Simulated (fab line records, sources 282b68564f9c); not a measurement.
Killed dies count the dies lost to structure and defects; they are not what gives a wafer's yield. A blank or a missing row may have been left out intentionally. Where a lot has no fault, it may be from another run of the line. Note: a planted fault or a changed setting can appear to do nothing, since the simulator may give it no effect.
fab line records | flow rit_cmos
[record] lots = 6 wafers = 18 last_day = 7
route steps=202 shown ACTIVE@11 FOX1@20 FOX2@23 NWELL@28 PWELL@39 WELLDRIVE@50 M1@202
lots that met no fault: taken from a fault-free run of the same line
start_h: hours from the record's opening day to when the first of the lot's shown wafers began | wait_h: hours since the lot's step before | " repeats the value in the row above | L1.1+2: one row covering several wafers at once | - no value present, or no start provided | * or withheld: withheld | < > ~ a bound
route shown NAME@n: names a module that has steps shown in the file, with the first one's number in the route | usual: average and standard deviation across the fault-free wafers | same: alike in all rows | chamber/n: place in a boat | sites: readings site by site | _std_site: how widely they spread, as a standard deviation | _edge_site: inner sites' mean taken away from outer sites' mean | radius_mm: for every site, how far away it sits from the centre of the wafer | mask NAME#n: copy n | behind: tool/chamber where the wafer was last shaped | hold: cause of the lot's hold/its duration in hours/its outcome | device: the transistor (n, p or np) that didn't switch | end of line: tests run on the same wafers once the route is complete | a step without rows: its recipe alone | killed: the dies lost at the first sort to structure and to defects; this is not the yield of the wafer | map: per-die view of a wafer (x killed, . not killed, _ where there is no die)
set.NAME: the setting that was run; set.NAME@STEP: the one run at that earlier step | model.NAME: the simulator's own value behind a step, which no gauge read
a table for each step, a row for each wafer; lots at some steps of the route
services: when a tool's chamber went out of use (start_h, in hours from the record's first day, below 0 if earlier), for how many hours, and the reason
[[steps]]
[step RIT_ACTIVE_DEVELOP_10]
[recipe] resist = NOVOLAK develop_time_s = 50 dev_temp_c = 23
[step RIT_ACTIVE_CD_MEAS_11]
[recipe] target_cd_nm = 1400
[usual] cd_nm = 1399.7/2.5
// columns lot.wafer tool chamber start_h wait_h cd_nm
L703.2 cd_sem-02 - 34.58 - 1398.4
L703.3 " - " " 1397.9
L703.6 " - " " 1397.1
L705.2 cd_sem-02 - 45.76 - 1397.6
L705.3 " - " " 1397.3
L705.5 " - " " 1396.2
L708.2 cd_sem-02 - 59.46 - 1401.5
L708.4 " - " " 1402.6
L708.5 " - " " 1403.9
L709.2 cd_sem-01 - 64.58 - 1401.2
L709.5 " - " " 1400.4
L709.6 " - " " 1400.4
L714.3 cd_sem-02 - 89.48 - 1400.7
L714.5 " - " " 1399.6
L714.6 " - " " 1401.4
L719.3 cd_sem-02 - 114.60 - 1399.6
L719.4 " - " " 1400.2
L719.5 " - " " 1402.7
[step RIT_ACTIVE_HARDBAKE_12]
[recipe] resist = NOVOLAK temp_c = 140 time_s = 60
[step RIT_ACTIVE_ETCH_13]
[recipe] stop_on = SiO2 chemistry = SF6 target = Si3N4 time_s = 210 over_etch_frac = 0.4 SF6_flow_sccm = 200 pressure_mtorr = 260 rf_w = 125 target_depth_a = 2100
[usual] chamber_pressure_mTorr = 260.04/0.23 drypump_motor_current_A = 5.6/0.5 oes_product_au = 0.816/0.015 throttle_valve_pct = 7.52/0.1
// columns lot.wafer tool chamber start_h wait_h chamber_pressure_mTorr drypump_motor_current_A oes_product_au rf_hours_counter_h throttle_valve_pct
L703.2 rie_diel-04 2 34.83 0.1 260.19 4.7 0.808 95 7.46
L703.3 " 1 " " 259.61 6.1 0.801 69 7.39
L703.6 " 3 " " 260.10 5.4 0.789 - 7.47
L705.2 rie_diel-01 3 46.01 0.1 260.15 5.5 0.813 120 7.48
L705.3 " 1 " " 260.05 6.3 0.827 166 7.56
L705.5 " 3 " " 260.21 5.5 0.813 - 7.50
L708.2 rie_diel-02 3 59.71 0.1 260.02 5.6 0.828 33 7.36
L708.4 " 2 " " 259.93 5.9 0.837 87 7.51
L708.5 " 2 " " 260.29 5.9 0.845 - 7.52
L709.2 rie_diel-04 0 64.83 0.1 259.98 4.9 0.822 79 7.68
L709.5 " 0 " " 260.08 5.0 0.816 - 7.68
L709.6 " 1 " " 260.22 6.1 0.815 - 7.38
L714.3 rie_diel-01 0 89.71 0.1 259.90 6.0 0.789 3 7.56
L714.5 " 1 " " 259.91 6.3 0.825 - 7.56
L714.6 " 0 " " 260.43 6.0 0.784 - 7.55
L719.3 rie_diel-02 3 114.93 0.1 260.28 5.6 0.820 34 7.36
L719.4 " 2 " " 259.93 5.9 0.830 88 7.51
L719.5 " 2 " " 260.39 5.9 0.833 - 7.50
[step RIT_ACTIVE_STRIP_14]
[recipe] chemistry = O2 time_s = 180 resist = NOVOLAK platen_temp_c = withheld power_w = 500 pressure_mtorr = 4000 o2_flow_sccm = 4000
[usual] chamber_pressure_mTorr = 4000/4 drypump_motor_current_A = 5.84/0.28 rf_refl_power_W = 7.0/0.71
// columns lot.wafer tool chamber start_h wait_h chamber_pressure_mTorr drypump_motor_current_A rf_hours_counter_h rf_refl_power_W
L703.2 plasma_asher-04 0 34.97 0.1 3998 5.88 41 6.8
L703.3 " 1 " " 4004 5.53 - 7.6
L703.6 " 1 " " 3992 5.53 - 7.8
L705.2 plasma_asher-04 1 46.14 0.1 3999 5.51 42 7.2
L705.3 " 0 " " 3993 5.88 - 7.1
L705.5 " 0 " " 4002 5.90 - 7.0
L708.2 plasma_asher-04 0 59.84 0.1 4002 5.88 44 6.3
L708.4 " 0 " " 3998 5.86 - 7.3
L708.5 " 1 " " 3997 5.51 - 7.7
L709.2 plasma_asher-02 1 64.97 0.1 4001 5.97 26 7.3
L709.5 " 1 " " 3999 5.95 - 7.1
L709.6 " 0 " " 4004 6.24 - 6.6
L714.3 plasma_asher-04 0 89.90 0.1 4000 5.87 - 7.2
L714.5 " 0 " " 4007 5.87 - 7.4
L714.6 " 1 " " 4003 5.54 - 7.7
L719.3 plasma_asher-02 0 115.12 0.1 4002 6.22 - 6.4
L719.4 " 1 " " 3998 5.96 - 7.3
L719.5 " 0 " " 4005 6.23 - 6.2
[step RIT_ACTIVE_CD_MEAS_90]
[recipe] target_cd_nm = 1400
[usual] cd_nm = 1399.7/2.5
// columns lot.wafer tool chamber start_h wait_h cd_nm
L703.2 cd_sem-01 - 35.16 0.1 1398.6
L703.3 " - " " 1398.2
L703.6 " - " " 1397.3
L705.2 cd_sem-02 - 46.33 0.1 1397.4
L705.3 " - " " 1397.5
L705.5 " - " " 1396.2
L708.2 cd_sem-02 - 60.04 0.1 1402.3
L708.4 " - " " 1402.1
L708.5 " - " " 1404.1
L709.2 cd_sem-02 - 65.16 0.1 1401.0
L709.5 " - " " 1400.1
L709.6 " - " " 1400.3
L714.3 cd_sem-01 - 90.06 0.1 1400.4
L714.5 " - " " 1399.3
L714.6 " - " " 1401.6
L719.3 cd_sem-02 - 115.27 0.1 1399.7
L719.4 " - " " 1400.5
L719.5 " - " " 1403.0
[step RIT_ACTIVE_CLEAN_15]
[recipe] chemistry = SC1 mix = 3:3:50 time_s = 600 temp_c = 75
[step RIT_ACTIVE_CLEAN_16]
[recipe] chemistry = dHF dilution = 50:1 time_s = 30
[step RIT_ACTIVE_CLEAN_17]
[recipe] chemistry = SC2 mix = 3:3:50 time_s = 600 temp_c = 75 dry = n2_spin
[step RIT_FOX1_OXIDATION_00]
[recipe] temp_c = 1100 ambient = H2O target_thk_a = 3507 p_h2o_torr = 720 ox_time_s = 1130
[step RIT_FOX1_THK_MEAS_01]
[recipe] reads = SiO2_of_FOX1_OXIDATION_00
[usual] FOX1_OXIDE_THK = 345/6.8
// columns lot.wafer tool chamber start_h wait_h FOX1_OXIDE_THK[nm]
L703.2 film_metro-03 - 38.19 0.0 341
L703.3 " - " " 347
L703.6 " - " " 343
L705.2 film_metro-02 - 48.12 0.0 346
L705.3 " - " " 342
L705.5 " - " " 344
L708.2 film_metro-01 - 61.83 0.0 350
L708.4 " - " " 349
L708.5 " - " " 345
L709.2 film_metro-03 - 67.10 0.0 343
L709.5 " - " " 347
L709.6 " - " " 344
L714.3 film_metro-02 - 91.84 0.0 333
L714.5 " - " " 329
L714.6 " - " " 337
L719.3 film_metro-01 - 117.06 0.0 344
L719.4 " - " " 343
L719.5 " - " " 346
[step RIT_FOX1_WET_ETCH_02]
[recipe] chemistry = BOE target_depth_nm = 350 time_s = 390 temp_c = 21.5 dry = n2_spin dilution = 10:1 target = SiO2
[step RIT_FOX2_OXIDATION_00]
[recipe] temp_c = 1100 ambient = H2O target_thk_a = 3507 p_h2o_torr = 720 ox_time_s = 1130
[usual] ox_temp_c = 1099.8/0.39 spike_tc_load_C = 1127/4.6
// columns lot.wafer tool chamber start_h wait_h ox_temp_c spike_tc_load_C
L703.2 furnace-02 0 38.36 0.0 1099.0 1135
L703.3 " 0 " " 1099.6 1134
L703.6 " 0 " " 1099.8 1134
L705.2 furnace-01 0 49.03 0.6 1099.7 1127
L705.3 " 0 " " 1099.9 1125
L705.5 " 0 " " 1099.8 1127
L708.2 furnace-01 0 62.05 0.1 1099.6 1126
L708.4 " 0 " " 1100.2 1126
L708.5 " 0 " " 1099.7 1126
L709.2 furnace-03 0 67.26 0.0 1099.5 1121
L709.5 " 0 " " 1100.0 1122
L709.6 " 0 " " 1100.2 1121
L714.3 furnace-03 0 92.01 0.0 1100.2 1121
L714.5 " 0 " " 1100.3 1122
L714.6 " 0 " " 1099.3 1121
L719.3 furnace-03 0 117.21 0.0 1099.4 1121
L719.4 " 0 " " 1099.2 1123
L719.5 " 0 " " 1099.2 1123
[step RIT_FOX2_THK_MEAS_01]
[recipe] reads = SiO2_of_FOX2_OXIDATION_00
[usual] FOX2_OXIDE_THK = 345/7.3
// columns lot.wafer tool chamber start_h wait_h FOX2_OXIDE_THK[nm]
L703.2 film_metro-03 - 39.68 0.0 354
L703.3 " - " " 355
L703.6 " - " " 353
L705.2 film_metro-02 - 50.36 0.0 331
L705.3 " - " " 334
L705.5 " - " " 325
L708.2 film_metro-04 - 63.38 0.0 345
L708.4 " - " " 344
L708.5 " - " " 350
L709.2 film_metro-04 - 68.59 0.0 339
L709.5 " - " " 342
L709.6 " - " " 335
L714.3 film_metro-02 - 93.34 0.0 336
L714.5 " - " " 342
L714.6 " - " " 343
L719.3 film_metro-04 - 118.55 0.0 339
L719.4 " - " " 338
L719.5 " - " " 345
[step RIT_FOX2_CLEAN_02]
[recipe] chemistry = dHF dilution = 50:1 time_s = 180
[step RIT_FOX2_WET_ETCH_03]
[recipe] chemistry = H3PO4 target = Si3N4 target_depth_nm = 195 temp_c = 165 time_s = 2700
[step RIT_FOX2_THK_MEAS_90]
[recipe] reads = SiO2_of_FOX2_OXIDATION_00
[usual] FIELD_OXIDE_LEFT_1_THK = 317/7.3
// columns lot.wafer tool chamber start_h wait_h FIELD_OXIDE_LEFT_1_THK[nm]
L703.2 film_metro-02 - 40.56 0.0 327
L703.3 " - " " 327
L703.6 " - " " 326
L705.2 film_metro-03 - 51.99 0.0 304
L705.3 " - " " 306
L705.5 " - " " 297
L708.2 film_metro-03 - 64.26 0.0 317
L708.4 " - " " 316
L708.5 " - " " 323
L709.2 film_metro-04 - 69.47 0.0 312
L709.5 " - " " 315
L709.6 " - " " 308
L714.3 film_metro-04 - 94.22 0.0 309
L714.5 " - " " 315
L714.6 " - " " 316
L719.3 film_metro-04 - 119.42 0.0 313
L719.4 " - " " 312
L719.5 " - " " 318
[step RIT_NWELL_HMDS_00]
[recipe] prime_time_s = 60 prime_temp_c = 140
[step RIT_NWELL_COAT_01]
[recipe] resist = NOVOLAK spin_rpm = 2000 resist_thk_nm = 1300
[step RIT_NWELL_SOFTBAKE_02]
[recipe] resist = NOVOLAK temp_c = 90 time_s = 60
[step RIT_NWELL_EXPOSE_03]
[recipe] mask_id = M2 na = 0.57 target_cd_nm = 43900 dose_mj = 250
[step RIT_NWELL_PEB_04]
[recipe] resist = NOVOLAK temp_c = withheld time_s = withheld
[step RIT_NWELL_DEVELOP_05]
[recipe] resist = NOVOLAK develop_time_s = 68 dev_temp_c = 23
[step RIT_NWELL_OVL_MEAS_06]
[usual] NWELL_OVL = 0.7/1.1
// columns lot.wafer tool chamber start_h wait_h NWELL_OVL[nm]
L703.2 overlay-02 - 41.50 - 3.8
L703.3 " - " " 0.5
L703.6 " - " " 0.8
L705.2 overlay-02 - 53.05 - 0.8
L705.3 " - " " 1.1
L705.5 " - " " 0.1
L708.2 overlay-02 - 65.20 - 2.4
L708.4 " - " " 3.1
L708.5 " - " " 2.3
L709.2 overlay-02 - 70.40 - 2.3
L709.5 " - " " -0.5
L709.6 " - " " 0.9
L714.3 overlay-02 - 95.15 - 1.6
L714.5 " - " " 0.1
L714.6 " - " " 0.4
L719.3 overlay-02 - 120.36 - 0.8
L719.4 " - " " 1.1
L719.5 " - " " 2.3
[step RIT_NWELL_HARDBAKE_07]
[recipe] resist = NOVOLAK temp_c = 140 time_s = 120
[step RIT_NWELL_IMPLANT_08]
[recipe] species = P energy_kev = 170 dose_cm2 = 5e+13 tilt_deg = 7
[step RIT_NWELL_STRIP_09]
[recipe] chemistry = O2 time_s = 180 resist = NOVOLAK platen_temp_c = withheld power_w = 500 pressure_mtorr = 4000 o2_flow_sccm = 4000
[usual] chamber_pressure_mTorr = 4000/3.8 drypump_motor_current_A = 5.62/0.3 rf_refl_power_W = 7.3/1.2
// columns lot.wafer tool chamber start_h wait_h chamber_pressure_mTorr drypump_motor_current_A rf_hours_counter_h rf_refl_power_W
L703.2 plasma_asher-01 1 41.93 0.1 4000 6.03 38 5.8
L703.3 " 0 " " 3993 5.40 - 7.7
L703.6 " 0 " " 4002 5.38 - 7.6
L705.2 plasma_asher-01 0 53.48 0.1 4001 5.39 40 7.4
L705.3 " 0 " " 4005 5.38 - 7.5
L705.5 " 0 " " 3993 5.38 - 7.3
L708.2 plasma_asher-03 0 65.63 0.1 3999 5.20 43 9.7
L708.4 " 1 " " 4001 5.47 - 7.5
L708.5 " 0 " " 4003 5.23 - 9.7
L709.2 plasma_asher-01 0 70.83 0.1 3998 5.38 42 7.3
L709.5 " 1 " " 4002 6.03 - 5.4
L709.6 " 0 " " 4000 5.39 - 7.6
L714.3 plasma_asher-03 1 95.63 0.1 4002 5.47 - 7.5
L714.5 " 0 " " 4007 5.25 - 9.6
L714.6 " 1 " " 3998 5.45 - 7.4
L719.3 plasma_asher-03 1 120.84 0.1 4007 5.45 - 7.4
L719.4 " 0 " " 4002 5.26 - 9.5
L719.5 " 1 " " 4005 5.45 - 7.6
[step RIT_NWELL_TW_MEAS_10]
[usual] NWELL_TW = 2152/17
// columns lot.wafer tool chamber start_h wait_h NWELL_TW
L703.2 film_metro-04 - 42.11 0.1 2135
L703.3 " - " " 2137
L703.6 " - " " 2134
L705.2 film_metro-04 - 53.67 0.1 2143
L705.3 " - " " 2140
L705.5 " - " " 2137
L708.2 film_metro-01 - 65.81 0.1 2162
L708.4 " - " " 2165
L708.5 " - " " 2166
L709.2 film_metro-01 - 71.02 0.1 2178
L709.5 " - " " 2165
L709.6 " - " " 2171
L714.3 film_metro-04 - 95.77 0.1 2133
L714.5 " - " " 2150
L714.6 " - " " 2144
L719.3 film_metro-01 - 120.97 0.1 2152
L719.4 " - " " 2164
L719.5 " - " " 2153
[step RIT_PWELL_HMDS_00]
[recipe] prime_time_s = 60 prime_temp_c = 140
[step RIT_PWELL_COAT_01]
[recipe] resist = NOVOLAK spin_rpm = 2000 resist_thk_nm = 1300
[step RIT_PWELL_SOFTBAKE_02]
[recipe] resist = NOVOLAK temp_c = 90 time_s = 60
[step RIT_PWELL_EXPOSE_03]
[recipe] mask_id = M3 na = 0.57 target_cd_nm = 43700 dose_mj = 250
[step RIT_PWELL_PEB_04]
[recipe] resist = NOVOLAK temp_c = withheld time_s = withheld
[step RIT_PWELL_DEVELOP_05]
[recipe] resist = NOVOLAK develop_time_s = 68 dev_temp_c = 23
[step RIT_PWELL_OVL_MEAS_06]
[usual] PWELL_OVL = 1.2/1.7
// columns lot.wafer tool chamber start_h wait_h PWELL_OVL[nm]
L703.2 overlay-01 - 43.17 - -1.5
L703.3 " - " " -0.2
L703.6 " - " " 0.4
L705.2 overlay-02 - 54.73 - -1.1
L705.3 " - " " 0.8
L705.5 " - " " 2.5
L708.2 overlay-01 - 66.75 - -1.3
L708.4 " - " " -1.3
L708.5 " - " " -0.7
L709.2 overlay-01 - 72.08 - 4.8
L709.5 " - " " 2.4
L709.6 " - " " 3.3
L714.3 overlay-01 - 96.78 - 0.7
L714.5 " - " " 0.4
L714.6 " - " " 1.8
L719.3 overlay-01 - 121.94 - 1.4
L719.4 " - " " 0.3
L719.5 " - " " -0.5
[step RIT_PWELL_HARDBAKE_07]
[recipe] resist = NOVOLAK temp_c = 140 time_s = 120
[step RIT_PWELL_IMPLANT_08]
[recipe] species = B energy_kev = 170 dose_cm2 = 7e+13 tilt_deg = 7
[step RIT_PWELL_STRIP_09]
[recipe] chemistry = O2 time_s = 180 resist = NOVOLAK platen_temp_c = withheld power_w = 500 pressure_mtorr = 4000 o2_flow_sccm = 4000
[usual] chamber_pressure_mTorr = 4000/3.8 drypump_motor_current_A = 5.7/0.35 rf_refl_power_W = 7.5/1.1
// columns lot.wafer tool chamber start_h wait_h chamber_pressure_mTorr drypump_motor_current_A rf_hours_counter_h rf_refl_power_W
L703.2 plasma_asher-02 1 43.64 0.1 4001 6.0 23 6.9
L703.3 " 1 " " 4000 6.0 - 7.1
L703.6 " 0 " " 3999 6.2 - 6.2
L705.2 plasma_asher-04 1 55.19 0.1 3993 5.5 43 7.6
L705.3 " 0 " " 4003 5.9 - 7.1
L705.5 " 1 " " 4003 5.5 - 7.8
L708.2 plasma_asher-04 0 67.18 0.1 4003 5.9 44 7.2
L708.4 " 0 " " 4001 5.9 - 7.4
L708.5 " 0 " " 4003 5.9 - 7.2
L709.2 plasma_asher-04 0 72.51 0.1 3992 5.9 45 6.6
L709.5 " 1 " " 4001 5.5 - 7.7
L709.6 " 0 " " 3997 5.9 - 7.0
L714.3 plasma_asher-03 0 97.26 0.1 3993 5.2 - 9.8
L714.5 " 1 " " 4002 5.4 - 7.5
L714.6 " 0 " " 4000 5.2 - 9.7
L719.3 plasma_asher-03 1 122.42 0.1 4004 5.5 - 7.4
L719.4 " 0 " " 4001 5.2 - 9.5
L719.5 " 0 " " 3992 5.3 - 9.5
[step RIT_PWELL_TW_MEAS_10]
[usual] PWELL_TW = 956/6.9
// columns lot.wafer tool chamber start_h wait_h PWELL_TW
L703.2 film_metro-02 - 43.82 0.1 968
L703.3 " - " " 966
L703.6 " - " " 963
L705.2 film_metro-01 - 55.37 0.1 959
L705.3 " - " " 962
L705.5 " - " " 956
L708.2 film_metro-04 - 67.36 0.1 950
L708.4 " - " " 952
L708.5 " - " " 948
L709.2 film_metro-01 - 72.69 0.1 955
L709.5 " - " " 956
L709.6 " - " " 958
L714.3 film_metro-02 - 97.40 0.1 961
L714.5 " - " " 972
L714.6 " - " " 961
L719.3 film_metro-04 - 122.56 0.1 951
L719.4 " - " " 948
L719.5 " - " " 948
[step RIT_WELLDRIVE_ANNEAL_00]
[recipe] temp_c = 1100 time_s = 14700 ambient = N2
[step RIT_WELLDRIVE_RS_MEAS_01]
[recipe] thk_meas_gauge = four-point-probe
[usual] NWELL_RS = 275.3/0.85
// columns lot.wafer tool chamber start_h wait_h NWELL_RS[ohm/sq]
L703.2 film_metro-02 - 49.03 0.0 275.0
L703.3 " - " " 274.6
L703.6 " - " " 273.9
L705.2 film_metro-02 - 60.52 0.0 275.5
L705.3 " - " " 275.8
L705.5 " - " " 274.8
L708.2 film_metro-04 - 73.37 0.0 275.2
L708.4 " - " " 275.7
L708.5 " - " " 275.5
L709.2 film_metro-01 - 78.08 0.0 273.9
L709.5 " - " " 274.0
L709.6 " - " " 274.7
L714.3 film_metro-04 - 102.56 0.0 275.9
L714.5 " - " " 276.3
L714.6 " - " " 276.4
L719.3 film_metro-01 - 127.72 0.0 274.2
L719.4 " - " " 274.7
L719.5 " - " " 274.3
[step RIT_WELLDRIVE_RS_MEAS_02]
[recipe] thk_meas_gauge = four-point-probe
[usual] PWELL_RS = 429.7/1.1
// columns lot.wafer tool chamber start_h wait_h PWELL_RS[ohm/sq]
L703.2 film_metro-02 - 49.15 0.1 428.0
L703.3 " - " " 429.1
L703.6 " - " " 427.9
L705.2 film_metro-02 - 60.64 0.1 429.1
L705.3 " - " " 428.2
L705.5 " - " " 429.4
L708.2 film_metro-04 - 73.49 0.1 428.3
L708.4 " - " " 428.7
L708.5 " - " " 429.5
L709.2 film_metro-01 - 78.20 0.1 429.2
L709.5 " - " " 429.5
L709.6 " - " " 428.7
L714.3 film_metro-04 - 102.68 0.1 429.9
L714.5 " - " " 430.9
L714.6 " - " " 431.3
L719.3 film_metro-01 - 127.84 0.1 428.9
L719.4 " - " " 428.8
L719.5 " - " " 428.5
[step RIT_M1_PROBE_99]
[usual] killed_at_contacts = 0.0/0.22 killed_at_front_end = 7/3 killed_dies = 7/3.1 killed_open = 3.4/2.1 killed_short = 3.2/1.9
[same] gross_dies = 264 killed_at_M0_to_M3 = 0 killed_at_M4_up = 0 killed_at_back_side = 0 killed_at_other = 0
// columns lot.wafer tool chamber start_h wait_h killed_at_contacts killed_at_front_end killed_dies killed_open killed_short model.etest.pmos_0p15.gate_log10_a_cm2 model.etest.nmos_0p15.gate_log10_a_cm2 model.etest.gate_to_diffusion_comb.leak_log10_a_um model.etest.diode_nwell_sub.leak_log10_a_cm2 model.etest.pmos_0p15.gate_bv_v model.etest.nmos_0p15.gate_bv_v model.etest.pmos_0p15.bv_v model.etest.pmos_0p3.bv_v
L703.2 prober-02 - 78.75 0.1 1 5 6 2 4 -6.746 -5.566 -12.42 -7.401 4.771 4.844 5.726 5.725
L703.3 prober-02 - 78.80 0.2 0 11 11 8 3 -6.714 -5.631 -12.33 -7.65 4.777 4.831 5.728 5.727
L703.6 prober-02 - 78.95 0.2 0 8 8 5 3 -6.413 -5.463 -12.33 -7.298 4.708 4.835 5.661 5.661
L705.2 prober-02 - 90.15 0.1 0 6 6 2 4 -6.635 -5.583 -12.38 -7.345 4.733 4.847 5.648 5.648
L705.3 prober-02 - 90.20 0.2 1 11 12 8 4 -6.654 -5.38 -12.23 -7.465 4.767 4.861 5.68 5.679
L705.5 prober-02 - 90.30 0.2 0 10 10 5 5 -6.643 -5.621 -12.39 -7.888 4.771 4.864 5.676 5.676
L708.2 prober-01 - 101.55 0.1 0 5 5 3 2 -6.2 -5.266 -12.25 -7.508 4.657 4.749 5.599 5.599
L708.4 prober-01 - 101.65 0.2 0 8 8 2 6 -6.612 -5.643 -12.55 -7.638 4.783 4.872 5.672 5.672
L708.5 prober-01 - 101.70 0.2 0 10 10 4 6 -6.507 -5.628 -12.53 -7.505 4.758 4.852 5.636 5.636
L709.2 prober-02 - 107.07 0.1 0 4 4 1 3 -6.487 -5.675 -12.49 -7.688 4.747 4.833 5.727 5.725
L709.5 prober-02 - 107.22 0.2 0 3 3 2 1 -6.52 -5.378 -12.22 -7.439 4.681 4.803 5.662 5.661
L709.6 prober-02 - 107.27 0.2 0 6 6 3 3 -6.469 -5.445 -12.3 -7.458 4.701 4.811 5.696 5.694
L714.3 prober-01 - 131.39 0.2 0 1 1 1 0 -2.202 -1.835 -8.876 -5.727 3.141 3.258 4.32 4.32
L714.5 prober-01 - 131.49 0.2 0 4 4 2 2 -2.428 -1.948 -9.006 -5.907 3.227 3.313 4.405 4.405
L714.6 prober-01 - 131.54 0.2 0 5 5 3 2 -2.357 -1.63 -8.58 -5.803 3.159 3.267 4.34 4.34
L719.3 prober-02 - 159.93 0.2 0 17 17 9 8 -2.735 -2.074 -9.143 -5.746 3.236 3.346 4.411 4.411
L719.4 prober-02 - 159.98 0.2 0 7 7 4 3 -2.667 -2.248 -9.226 -5.787 3.288 3.383 4.46 4.46
L719.5 prober-02 - 160.03 0.2 0 7 7 3 4 -2.838 -2.229 -9.21 -5.818 3.293 3.375 4.464 4.464
// killed by level:class
L703.2 FOX1:geometric_particle:open=1 FOX2:geometric_particle:short=1 GATE:geometric_particle:short=1 SPACER:geometric_particle:open=1 SILICIDE:geometric_particle:short=1 CONTACT:geometric_particle:short=1
L703.3 SPACER:geometric_particle:open=4 GATE:geometric_particle:open=3 GATE:geometric_particle:short=2 FOX2:geometric_particle:open=1 REOX:geometric_particle:short=1
L703.6 FOX2:geometric_particle:open=2 FOX1:geometric_particle:open=1 FOX2:geometric_particle:short=1 GATE:geometric_particle:short=1 SPACER:geometric_particle:short=1 SPACER:geometric_particle:open=1 SILICIDE:geometric_particle:open=1
L705.2 GATE:geometric_particle:short=2 GATE:geometric_particle:open=1 REOX:geometric_particle:open=1 SPACER:geometric_particle:short=1 SILICIDE:geometric_particle:short=1
L705.3 SILICIDE:geometric_particle:open=4 GATE:geometric_particle:open=3 FOX1:geometric_particle:open=1 GATE:geometric_particle:short=1 SPACER:geometric_particle:short=1 SILICIDE:geometric_particle:short=1 CONTACT:geometric_particle:short=1
L705.5 GATE:geometric_particle:open=4 FOX2:geometric_particle:short=3 FOX1:geometric_particle:short=1 FOX2:geometric_particle:open=1 GATE:geometric_particle:short=1
L708.2 FOX1:geometric_particle:open=1 FOX1:geometric_particle:short=1 GATE:geometric_particle:open=1 GATE:geometric_particle:short=1 SPACER:geometric_particle:open=1
L708.4 GATE:geometric_particle:short=4 GATE:geometric_particle:open=2 FOX1:geometric_particle:short=1 SPACER:geometric_particle:short=1
L708.5 GATE:geometric_particle:short=4 GATE:geometric_particle:open=3 REOX:geometric_particle:open=1 SPACER:geometric_particle:short=1 SILICIDE:geometric_particle:short=1
L709.2 FOX2:geometric_particle:short=1 GATE:geometric_particle:open=1 GATE:geometric_particle:short=1 REOX:geometric_particle:short=1
L709.5 GATE:geometric_particle:open=2 SILICIDE:geometric_particle:short=1
L709.6 FOX1:geometric_particle:short=1 FOX2:geometric_particle:open=1 FOX2:geometric_particle:short=1 GATE:geometric_particle:open=1 GATE:geometric_particle:short=1 REOX:geometric_particle:open=1
L714.3 SILICIDE:geometric_particle:open=1
L714.5 GATE:geometric_particle:open=2 REOX:geometric_particle:short=1 SPACER:geometric_particle:short=1
L714.6 FOX1:geometric_particle:open=1 GATE:geometric_particle:short=1 GATE:geometric_particle:open=1 SPACER:geometric_particle:open=1 SPACER:geometric_particle:short=1
L719.3 GATE:geometric_particle:open=5 REOX:geometric_particle:short=4 REOX:geometric_particle:open=2 SILICIDE:geometric_particle:short=2 FOX1:geometric_particle:open=1 FOX2:geometric_particle:short=1 FOX2:geometric_particle:open=1 GATE:geometric_particle:short=1
L719.4 SPACER:geometric_particle:open=2 GATE:geometric_particle:short=1 GATE:geometric_particle:open=1 REOX:geometric_particle:open=1 REOX:geometric_particle:short=1 SILICIDE:geometric_particle:short=1
L719.5 FOX2:geometric_particle:short=1 GATE:geometric_particle:open=1 REOX:geometric_particle:short=1 SPACER:geometric_particle:open=1 SPACER:geometric_particle:short=1 SILICIDE:geometric_particle:open=1 SILICIDE:geometric_particle:short=1
[[services]]
// columns tool chamber start_h hours kind
plasma_asher-01 - 17.66 12.7 repair
rie_diel-01 2 45.27 48.3 repair
rie_diel-02 - 49.11 2.8 pm
plasma_asher-04 - 71.49 0.9 repair
furnace-01 - 76.94 2.8 pm
rie_diel-01 1 93.58 - clean
rie_diel-01 1 93.58 25.0 scheduled_down
rie_diel-01 1 93.58 25.0 vent_cycle
plasma_asher-01 - 108.75 9.0 pm
plasma_asher-01 0 108.75 9.0 vent_cycle
plasma_asher-01 1 108.75 9.0 vent_cycle
plasma_asher-03 - 114.87 0.8 repair
plasma_asher-01 0 117.75 - clean
plasma_asher-01 1 117.75 - clean
[[key]]
first_sign none at tools or gauges
[model_effect] step = RIT_M1_PROBE_99 value = etest.pmos_0p15.gate_log10_a_cm2 without = -6.147 struck = -2.538
met_at RIT_FOX2_OXIDATION_00
struck_wafers L714.3,L714.5,L714.6,L719.3,L719.4,L719.5
tester_left_out L714,L719
onset_between 67.26 92.01
also_fits time
[fault] kind = metallic_contamination_source tool = furnace-03 chamber = - onset_h = 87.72 steps = RIT_FOX2_OXIDATION_00 rate_cm2_per_visit = 6e+12 species = metal_fe_cm2
// tester_left_out: of these lots the tester's yield and bins aren't shown, on N5 and GAA mostly nor the transistor test; their killed dies are dies lost to structure and defects alone, not to doping, threshold or leakage, so they don't give the yield
